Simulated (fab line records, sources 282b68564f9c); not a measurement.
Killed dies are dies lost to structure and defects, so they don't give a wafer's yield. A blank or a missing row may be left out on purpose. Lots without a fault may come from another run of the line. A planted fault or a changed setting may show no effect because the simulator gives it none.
A struck lot beside a sound one | flow rit_cmos | 20 steps out of a route of 202
Sound: wafers L359.1, L359.3, L359.6. Struck: wafers L352.2, L352.3, L352.6. The cause comes at the end.
At each step with rows: each side's tool, then ch and its chambers, then its first start. Under that, the readings that differ: sound wafers | struck wafers | difference of the means | sigmas: that difference in standard deviations of wafers without a fault.
alike: readings whose means differ by less than 2 such deviations, and words and numbers that are the same on both sides. not compared: withheld readings, readings that some wafer has no value for, bounds like >300 that may hide the same value, and numbers for which the record gives no deviation and whose values overlap.
The two part at a step that has a row with sigmas, a row that says differs or no value, or rows on one side only. Numbers that don't overlap but have no deviation are shown without sigmas and don't part them. A reading that every wafer of one side lacks parts them only if that side has two wafers or more.

first, 4 steps without rows for these wafers: RIT_ACTIVE_SOFTBAKE_07 (time 60 s); RIT_ACTIVE_EXPOSE_08 (exposes mask M1, target cd 1400 nm); RIT_ACTIVE_PEB_09; RIT_ACTIVE_DEVELOP_10 (develop time 50 s).
RIT_ACTIVE_CD_MEAS_11: target cd 1400 nm.
  sound on cd_sem-02, day 5 09:13; struck on cd_sem-01, day 3 22:46
  alike: cd_nm
then, 1 step without rows for these wafers: RIT_ACTIVE_HARDBAKE_12 (time 60 s).
RIT_ACTIVE_ETCH_13: etches Si3N4 in SF6, stops on SiO2, time 210 s, target depth 210 nm.
  sound on rie_diel-01 ch 0,1, day 5 09:29; struck on rie_diel-03 ch 0,1,3, day 3 23:01
  alike: drypump_motor_current_A, oes_product_au, throttle_valve_pct
  not compared: rf_hours_counter_h
RIT_ACTIVE_STRIP_14: strips in O2, time 180 s.
  sound on plasma_asher-03 ch 0,1, day 5 09:37; struck on plasma_asher-03 ch 0,1, day 3 23:08
  alike: drypump_motor_current_A
  not compared: rf_hours_counter_h
RIT_ACTIVE_CD_MEAS_90: target cd 1400 nm.
  sound on cd_sem-01, day 5 09:47; struck on cd_sem-02, day 3 23:20
  alike: cd_nm
then, 3 steps without rows for these wafers: RIT_ACTIVE_CLEAN_15 (cleans in SC1, time 600 s); RIT_ACTIVE_CLEAN_16 (cleans in dHF, time 30 s); RIT_ACTIVE_CLEAN_17 (cleans in SC2, time 600 s).
RIT_FOX1_OXIDATION_00: target thk 350.7 nm, ox time 1130 s.
  sound on furnace-01 ch 0, day 5 10:18; struck on furnace-03 ch 0, day 4 00:41
  reading                                     | sound             | struck            | difference | sigmas
  ox_time_s (s)                               | 1130 1130 1130    | 508.5 508.5 508.5 | -621.5     |
  model.SiO2_of_FOX1_OXIDATION_00.thk_nm (nm) | 358 360 353.7     | 201.7 207.1 203.3 | -153.2     |
  model.Si3N4_of_ACTIVE_CVD_03.thk_nm (nm)    | 140.9 140.8 140.6 | 144.6 142.7 143.5 | +2.8       |
  alike: ox_temp_c_max
RIT_FOX1_THK_MEAS_01:
  sound on film_metro-03, day 5 11:37; struck on film_metro-02, day 4 02:01
  reading             | sound       | struck      | difference | sigmas
  FOX1_OXIDE_THK (nm) | 358 360 354 | 202 207 203 | -153       | -20
then, 2 steps without rows for these wafers: RIT_FOX1_WET_ETCH_02 (etches SiO2 in BOE, target depth 350 nm, time 390 s); RIT_FOX2_OXIDATION_00 (target thk 350.7 nm, ox time 1130 s).
RIT_FOX2_THK_MEAS_01:
  sound on film_metro-03, day 5 13:07; struck on film_metro-04, day 4 03:31
  alike: FOX2_OXIDE_THK
RIT_FOX2_CLEAN_02: cleans in dHF, time 180 s.
  sound on wet_bench-03 ch 3, day 5 13:10; struck on wet_bench-03 ch 0, day 4 03:34
  reading                                  | sound             | struck          | difference | sigmas
  model.Si3N4_of_ACTIVE_CVD_03.thk_nm (nm) | 129.2 129.1 128.8 | 132.8 131 131.8 | +2.8       |
then, 1 step without rows for these wafers: RIT_FOX2_WET_ETCH_03 (etches Si3N4 in H3PO4, target depth 195 nm, time 2700 s).
RIT_M1_PROBE_99:
  sound on prober-01, day 7 03:53; struck on prober-02, day 5 20:17
  reading                             | sound                | struck               | difference | sigmas
  model.etest.nplus_sal.width_nm (nm) | 3440 3446 3451       | 3598 3563 3567       | +130       |
  model.etest.pplus_sal.width_nm (nm) | 3442 3427 3453       | 3598 3572 3550       | +133       |
  model.etest.pldd.width_nm (nm)      | 3170 3158 3159       | 3272 3268 3268       | +107       |
  model.etest.nldd.width_nm (nm)      | 3185 3166 3165       | 3256 3274 3249       | +88        |
  model.etest.nmos_narrow.drive_ua_um | 219.9 228.6 220.6    | 244.2 245.2 246.9    | +22.4      |
  model.etest.pmos_narrow.drive_ua_um | 97.76 101.3 97.4     | 108.6 109.9 110      | +10.7      |
  model.etest.field_p_metal.vt_v (V)  | -30.48 -30.4 -30.16  | -30.6 -30.95 -31.73  | -0.7       |
  model.etest.field_p.vt_v (V)        | -13.15 -13.02 -13.09 | -13.62 -13.64 -13.55 | -0.52      |
  alike: killed_at_M0_to_M3, killed_at_contacts, killed_at_front_end, killed_dies, killed_open, killed_short

WHERE THEY PART
Only at RIT_FOX1_THK_MEAS_01, within this record. Later steps at which nothing parts them and some readings are alike: RIT_FOX2_THK_MEAS_01, RIT_M1_PROBE_99.

WHY: what the simulator had put in
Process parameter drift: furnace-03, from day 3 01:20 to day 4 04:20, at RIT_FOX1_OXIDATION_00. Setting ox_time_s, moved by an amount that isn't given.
